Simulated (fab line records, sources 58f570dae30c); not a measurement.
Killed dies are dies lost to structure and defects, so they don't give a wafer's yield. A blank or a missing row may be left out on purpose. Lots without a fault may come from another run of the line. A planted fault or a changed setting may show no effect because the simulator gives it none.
Which tool did it? | flow berkeley_cmos170 | 7 lots, 21 wafers sampled, at 2 steps of a route of 331

WHAT THE GAUGES READ, wafer by wafer
UCB170_ACTIVE_CD_MEAS_90: target cd 1200 nm.
lot  | measured    | on        | cd_nm (nm)
L537 | day 5 05:27 | cd_sem-02 | 1201.3 1202.0 1199.5
L538 | day 5 22:46 | cd_sem-02 | 1200.0 1199.2 1198.5
L540 | day 5 22:58 | cd_sem-01 | 1198.3 1198.7 1199.1
L543 | day 6 12:14 | cd_sem-02 | 1200.9 1199.1 1200.9
L545 | day 6 18:12 | cd_sem-01 | 1198.5 1198.6 1199.4
L547 | day 7 08:19 | cd_sem-02 | 1203.3 1201.6 1203.0
L557 | day 9 11:19 | cd_sem-02 | 1199.5 1199.9 1200.5

WHICH TOOL RAN EACH LOT (tool, then ch and the chambers of the sampled wafers, then the start)
lot  | UCB170_ZERO_STRIP_07
L537 | plasma_asher-01 ch 0,1, day 2 06:45
L538 | plasma_asher-03 ch 0,1, day 2 15:46
L540 | plasma_asher-03 ch 0,1, day 2 20:20
L543 | plasma_asher-03 ch 0,1, day 3 13:16
L545 | plasma_asher-03 ch 0,1, day 4 00:26
L547 | plasma_asher-01 ch 0,1, day 4 12:07
L557 | plasma_asher-02 ch 0,1, day 6 08:32
- UCB170_ZERO_STRIP_07: strips in O2.

THE ANSWER, worked out from the rows above alone
Rule: what is usual is taken from the lots themselves. Put in order of their means at a reading, lots are off if they are a third of the lots or fewer, leave a main group of 4 or more, and stand apart from it by a gap of 3 or more times the standard deviation of the main group's means; of several such gaps the widest counts. A main group whose means are all the same, to the digits that the tables above print for the reading, isn't used. A lot without any number at a reading at which 4 lots or more have one is off too. The other lots that the step has rows for count as sound.
No lot is off at any reading shown: from this, nothing can be told.

WHAT THE SIMULATOR HAD PUT IN
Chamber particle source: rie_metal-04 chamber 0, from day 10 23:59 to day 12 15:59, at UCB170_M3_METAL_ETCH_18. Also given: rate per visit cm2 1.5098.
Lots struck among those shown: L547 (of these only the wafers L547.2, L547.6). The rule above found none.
